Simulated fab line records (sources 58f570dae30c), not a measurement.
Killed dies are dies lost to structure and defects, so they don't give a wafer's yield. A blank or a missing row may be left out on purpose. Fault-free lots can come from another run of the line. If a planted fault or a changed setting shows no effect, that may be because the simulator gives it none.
A sampling plan put to the test + flow berkeleyCmos170 + each of the 30 faults these records tell of, on one fab line, judged from the records of the lots it struck
What counts as the plan is the set of the line's own looks, namely the steps on the route at which a gauge or an inspection reads a wafer and does not change it. A look is open to judgement when struck wafers have a number at it and the file gives its usual mean and standard deviation on fault-free wafers. Caught: 4 or more of those standard deviations (sigma) separate the usual mean from the mean of the struck wafers at a look after the fault's first step. On the tool: the fault's steps, tested the same way using the tool's own readings. It also counts as caught if the struck wafers ran another recipe or if their record alone is blank.

THE FAULTS, as the simulator had put them in
1. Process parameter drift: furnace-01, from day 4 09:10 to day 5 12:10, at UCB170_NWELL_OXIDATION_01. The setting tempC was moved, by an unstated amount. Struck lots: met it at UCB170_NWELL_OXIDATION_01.
2. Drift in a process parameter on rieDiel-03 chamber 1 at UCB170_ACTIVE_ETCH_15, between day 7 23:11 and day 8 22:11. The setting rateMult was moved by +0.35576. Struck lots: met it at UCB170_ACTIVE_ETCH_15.
3. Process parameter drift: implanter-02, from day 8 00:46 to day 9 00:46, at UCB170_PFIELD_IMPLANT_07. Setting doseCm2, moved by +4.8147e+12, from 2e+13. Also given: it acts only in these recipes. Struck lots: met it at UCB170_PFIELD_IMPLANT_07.
4. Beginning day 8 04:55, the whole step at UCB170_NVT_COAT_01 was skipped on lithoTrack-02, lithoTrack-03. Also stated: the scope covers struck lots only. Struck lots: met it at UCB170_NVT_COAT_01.
5. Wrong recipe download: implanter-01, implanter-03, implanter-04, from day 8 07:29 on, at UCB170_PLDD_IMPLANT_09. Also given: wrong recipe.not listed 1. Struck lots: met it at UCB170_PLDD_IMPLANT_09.
6. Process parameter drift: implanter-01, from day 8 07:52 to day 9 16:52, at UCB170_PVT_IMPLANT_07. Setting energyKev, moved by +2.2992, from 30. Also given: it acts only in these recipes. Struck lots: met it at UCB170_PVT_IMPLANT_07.
7. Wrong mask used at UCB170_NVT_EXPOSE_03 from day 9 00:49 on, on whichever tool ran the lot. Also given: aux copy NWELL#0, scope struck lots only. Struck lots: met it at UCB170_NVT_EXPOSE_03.
8. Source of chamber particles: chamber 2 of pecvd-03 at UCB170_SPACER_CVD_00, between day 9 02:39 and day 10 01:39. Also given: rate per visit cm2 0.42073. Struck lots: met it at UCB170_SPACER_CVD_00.
9. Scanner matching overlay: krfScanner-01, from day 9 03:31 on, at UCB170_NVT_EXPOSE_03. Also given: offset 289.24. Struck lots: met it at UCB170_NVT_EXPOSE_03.
10. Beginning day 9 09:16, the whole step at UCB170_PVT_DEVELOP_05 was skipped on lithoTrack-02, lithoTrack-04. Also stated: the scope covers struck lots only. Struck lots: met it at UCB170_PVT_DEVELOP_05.
11. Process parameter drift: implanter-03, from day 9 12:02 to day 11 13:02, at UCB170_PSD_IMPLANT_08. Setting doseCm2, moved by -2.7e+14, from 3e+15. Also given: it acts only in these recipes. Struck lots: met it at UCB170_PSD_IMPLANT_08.
12. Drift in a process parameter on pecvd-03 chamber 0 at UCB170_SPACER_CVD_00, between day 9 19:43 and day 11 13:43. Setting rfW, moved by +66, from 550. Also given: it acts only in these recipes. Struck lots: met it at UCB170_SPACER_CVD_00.
13. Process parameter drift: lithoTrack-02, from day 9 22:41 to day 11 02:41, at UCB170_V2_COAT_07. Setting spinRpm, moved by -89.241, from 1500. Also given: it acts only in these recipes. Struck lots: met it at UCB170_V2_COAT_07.
14. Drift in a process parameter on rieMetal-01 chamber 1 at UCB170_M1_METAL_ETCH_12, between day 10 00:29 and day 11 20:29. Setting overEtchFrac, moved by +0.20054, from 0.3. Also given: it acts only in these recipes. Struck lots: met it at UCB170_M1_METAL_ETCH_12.
15. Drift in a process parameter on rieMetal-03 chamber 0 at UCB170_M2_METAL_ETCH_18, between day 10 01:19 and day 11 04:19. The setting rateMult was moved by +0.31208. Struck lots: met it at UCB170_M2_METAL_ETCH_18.
16. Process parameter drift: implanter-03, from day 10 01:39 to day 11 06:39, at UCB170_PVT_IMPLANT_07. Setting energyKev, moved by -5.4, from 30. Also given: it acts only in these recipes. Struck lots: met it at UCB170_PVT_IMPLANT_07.
17. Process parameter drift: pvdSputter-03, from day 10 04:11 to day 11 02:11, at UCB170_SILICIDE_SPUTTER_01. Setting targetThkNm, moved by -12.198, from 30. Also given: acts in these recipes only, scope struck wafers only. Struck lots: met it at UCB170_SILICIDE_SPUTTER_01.
18. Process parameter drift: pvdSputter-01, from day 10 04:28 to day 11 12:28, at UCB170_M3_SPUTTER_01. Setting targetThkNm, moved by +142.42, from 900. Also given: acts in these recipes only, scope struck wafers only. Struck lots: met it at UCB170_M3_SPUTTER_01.
19. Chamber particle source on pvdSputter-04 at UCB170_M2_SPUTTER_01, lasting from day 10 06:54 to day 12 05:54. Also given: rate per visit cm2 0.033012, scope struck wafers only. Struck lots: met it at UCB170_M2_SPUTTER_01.
20. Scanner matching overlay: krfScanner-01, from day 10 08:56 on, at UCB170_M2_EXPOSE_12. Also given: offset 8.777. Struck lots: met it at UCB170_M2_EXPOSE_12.
21. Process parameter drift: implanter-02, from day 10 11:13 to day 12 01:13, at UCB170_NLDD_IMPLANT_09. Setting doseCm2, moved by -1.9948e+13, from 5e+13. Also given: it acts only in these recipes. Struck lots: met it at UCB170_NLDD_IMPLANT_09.
22. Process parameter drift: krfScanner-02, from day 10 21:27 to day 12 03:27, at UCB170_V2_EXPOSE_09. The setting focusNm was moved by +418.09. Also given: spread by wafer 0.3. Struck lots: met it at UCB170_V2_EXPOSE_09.
23. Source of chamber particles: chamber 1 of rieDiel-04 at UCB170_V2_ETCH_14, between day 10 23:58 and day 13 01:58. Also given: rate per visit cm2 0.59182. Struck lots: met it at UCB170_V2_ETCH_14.
24. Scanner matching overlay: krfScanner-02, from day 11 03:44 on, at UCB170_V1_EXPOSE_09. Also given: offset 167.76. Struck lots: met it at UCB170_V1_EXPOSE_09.
25. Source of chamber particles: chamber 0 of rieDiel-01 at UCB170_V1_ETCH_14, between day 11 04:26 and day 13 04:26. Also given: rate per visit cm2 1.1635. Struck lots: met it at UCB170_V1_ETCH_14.
26. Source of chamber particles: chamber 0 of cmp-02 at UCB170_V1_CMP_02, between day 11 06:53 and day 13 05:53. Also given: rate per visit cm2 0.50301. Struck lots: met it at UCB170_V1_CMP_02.
27. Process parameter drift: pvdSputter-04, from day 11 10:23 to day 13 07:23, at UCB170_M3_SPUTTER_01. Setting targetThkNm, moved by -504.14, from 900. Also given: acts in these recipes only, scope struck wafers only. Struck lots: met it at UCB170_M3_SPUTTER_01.
28. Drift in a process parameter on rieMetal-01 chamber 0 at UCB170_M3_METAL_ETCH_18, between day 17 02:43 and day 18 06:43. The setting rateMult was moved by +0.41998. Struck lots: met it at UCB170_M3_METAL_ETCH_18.
29. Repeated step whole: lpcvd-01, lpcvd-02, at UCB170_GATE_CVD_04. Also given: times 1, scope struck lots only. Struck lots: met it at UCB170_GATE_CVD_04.
30. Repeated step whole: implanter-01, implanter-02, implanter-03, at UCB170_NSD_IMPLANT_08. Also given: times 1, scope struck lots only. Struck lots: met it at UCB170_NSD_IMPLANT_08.

WHAT THE PLAN SAW
| fault | on the tool itself                               | first look that catches it                      | reading, sigma                                                | median hours from its first step to that look | hours from the fault's start to the first struck lot there | judged looks passed uncaught |
|-------|--------------------------------------------------|-------------------------------------------------|---------------------------------------------------------------|-----------------------------------------------|------------------------------------------------------------|------------------------------|
| 1     | tubeCenterTempC +99 or beyond sigma              | UCB170_NWELL_THK_MEAS_02                        | NWELL_OXIDE_THK +6.3                                          | 1.4                                           | 0                                                          | 0                            |
| 2     | under 2 sigma                                    | no look after it can be judged                  | -                                                             | -                                             | -                                                          | 0                            |
| 3     | doseIonsCm2 +99 or beyond sigma                  | UCB170_PFIELD_TW_MEAS_09                        | PFIELD_TW +12                                                 | 0.2                                           | 4                                                          | 0                            |
| 4     | the tool's record is blank for the struck wafers | UCB170_PVT_TW_MEAS_09                           | PVT_TW +33                                                    | 3.5                                           | 6                                                          | 0                            |
| 5     | no reading that can be judged                    | UCB170_PLDD_TW_MEAS_11                          | PLDD_TW -15                                                   | 0.2                                           | 7                                                          | 0                            |
| 6     | beamEnergyKeV +99 or beyond sigma                | none of the 2 looks that can be judged after it | strongest: PVT_TW at UCB170_PVT_TW_MEAS_09, +3.2              | -                                             | -                                                          | 2                            |
| 7     | under 2 sigma                                    | UCB170_NVT_TW_MEAS_09                           | NVT_TW -99 or beyond                                          | 1.1                                           | 1                                                          | 0                            |
| 8     | under 2 sigma                                    | none of the 2 looks that can be judged after it | -                                                             | -                                             | -                                                          | 2                            |
| 9     | no reading that can be judged                    | UCB170_NVT_OVL_MEAS_06                          | NVT_OVL +56                                                   | 0.4                                           | 3                                                          | 0                            |
| 10    | no reading that can be judged                    | no look after it can be judged                  | -                                                             | -                                             | -                                                          | 0                            |
| 11    | doseIonsCm2 -76 sigma                            | UCB170_PSD_TW_MEAS_10                           | PSD_TW -4.0                                                   | 0.2                                           | 4                                                          | 0                            |
| 12    | rfFwdPowerW +27 sigma                            | not the one look that can be judged after it    | strongest: SPACER_TEOS_THK at UCB170_SPACER_THK_MEAS_01, +2.7 | -                                             | -                                                          | 1                            |
| 13    | spinSpeedRpm -89 sigma                           | no look after it can be judged                  | -                                                             | -                                             | -                                                          | 0                            |
| 14    | only faintly: oesProductAu -3.3 sigma            | not the one look that can be judged after it    | strongest: cdNm at UCB170_M1_CD_MEAS_90, -2.6                 | -                                             | -                                                          | 1                            |
| 15    | under 2 sigma                                    | UCB170_M2_CD_MEAS_90                            | cdNm -7.0                                                     | 0.3                                           | 3                                                          | 0                            |
| 16    | beamEnergyKeV -99 or beyond sigma                | UCB170_PVT_TW_MEAS_09                           | PVT_TW -5.6                                                   | 0.2                                           | 11                                                         | 0                            |
| 17    | under 2 sigma                                    | UCB170_SILICIDE_RS_MEAS_02                      | SILICIDE_TI_RS +65                                            | 0.0                                           | 8                                                          | 0                            |
| 18    | under 2 sigma                                    | UCB170_M3_RS_MEAS_02                            | M3_AL_RS -14                                                  | 0.1                                           | 5                                                          | 0                            |
| 19    | under 2 sigma                                    | no look after it can be judged                  | -                                                             | -                                             | -                                                          | 0                            |
| 20    | under 2 sigma                                    | no look after it can be judged                  | -                                                             | -                                             | -                                                          | 0                            |
| 21    | doseIonsCm2 -99 or beyond sigma                  | UCB170_NLDD_TW_MEAS_11                          | NLDD_TW -7.5                                                  | 0.2                                           | 1                                                          | 0                            |
| 22    | exposureDoseMJCm2 -30 sigma                      | none of the 2 looks that can be judged after it | strongest: cdNm at UCB170_V2_CD_MEAS_12, +3.2                 | -                                             | -                                                          | 2                            |
| 23    | under 2 sigma                                    | no look after it can be judged                  | -                                                             | -                                             | -                                                          | 0                            |
| 24    | no reading that can be judged                    | UCB170_V1_OVL_MEAS_13                           | V1_OVL +33                                                    | 0.8                                           | 5                                                          | 0                            |
| 25    | only faintly: oesProductAu +2.0 sigma            | none of the 2 looks that can be judged after it | -                                                             | -                                             | -                                                          | 2                            |
| 26    | under 2 sigma                                    | not the one look that can be judged after it    | -                                                             | -                                             | -                                                          | 1                            |
| 27    | under 2 sigma                                    | UCB170_M3_RS_MEAS_02                            | M3_AL_RS +99 or beyond                                        | 0.1                                           | 6                                                          | 0                            |
| 28    | under 2 sigma                                    | UCB170_M3_CD_MEAS_90                            | cdNm -10                                                      | 0.4                                           | 4                                                          | 0                            |
| 29    | under 2 sigma                                    | UCB170_GATE_THK_MEAS_05                         | GATE_POLY_THK +99 or beyond                                   | 3.3                                           | -                                                          | 0                            |
| 30    | under 2 sigma                                    | UCB170_NSD_TW_MEAS_10                           | NSD_TW +5.7                                                   | 0.6                                           | -                                                          | 0                            |
Dash: fault not caught, or number not given in these records.

Caught at a look: 17 of 30. Caught on the tool: 10 of 30. By one or the other: 21 of 30.
On the tool alone, faults 6, 12, 13, 22 were caught.
Caught at a look alone: faults 5, 7, 9, 15, 17, 18, 24, 27, 28, 29, 30.
Caught by neither: faults 2, 8, 10, 14, 19, 20, 23, 25, 26.

THINNER SAMPLING
Were the look that catches a fault to measure just every second or every third lot (counted by lot number), the first struck lot would, at worst, be measured this late:
| fault | struck lots at that look, in order of time | every lot | every second lot | every third lot |
|-------|--------------------------------------------|-----------|------------------|-----------------|
| 1     | L816, L818, L817                           | 0 h       | 3 h              | 3 h             |
| 3     | L540, L544                                 | 4 h       | may miss all 2   | may miss all 2  |
| 4     | L241, L242, L245                           | 6 h       | 6 h              | may miss all 3  |
| 5     | L365, L364, L366, L367                     | 7 h       | 7 h              | 16 h            |
| 7     | L854                                       | 1 h       | may miss it      | may miss it     |
| 9     | L993, L995                                 | 3 h       | may miss all 2   | may miss all 2  |
| 11    | L852, L855, L857                           | 4 h       | 17 h             | may miss all 3  |
| 15    | L145, L149                                 | 3 h       | may miss all 2   | may miss all 2  |
| 16    | L509, L510                                 | 11 h      | 22 h             | may miss all 2  |
| 17    | L953                                       | 8 h       | may miss it      | may miss it     |
| 18    | L861, L864                                 | 5 h       | 25 h             | may miss all 2  |
| 21    | L808, L814                                 | 1 h       | may miss all 2   | may miss all 2  |
| 24    | L298, L297, L301                           | 5 h       | 7 h              | may miss all 3  |
| 27    | L425, L424                                 | 6 h       | 9 h              | may miss all 2  |
| 28    | L289, L292                                 | 4 h       | 8 h              | may miss all 2  |
Hours are from the fault's start to the first struck lot that is measured. The test against the limit of 4 sigma pooled every struck wafer, which means one lot taken alone may stay below that limit. Other struck lots may not be in these records.

THE LONGEST TIMED WAY FROM STEP TO LOOK
In fault 4, a median of 3.5 hours elapses between UCB170_NVT_COAT_01 and UCB170_PVT_TW_MEAS_09. No look between them can be judged.
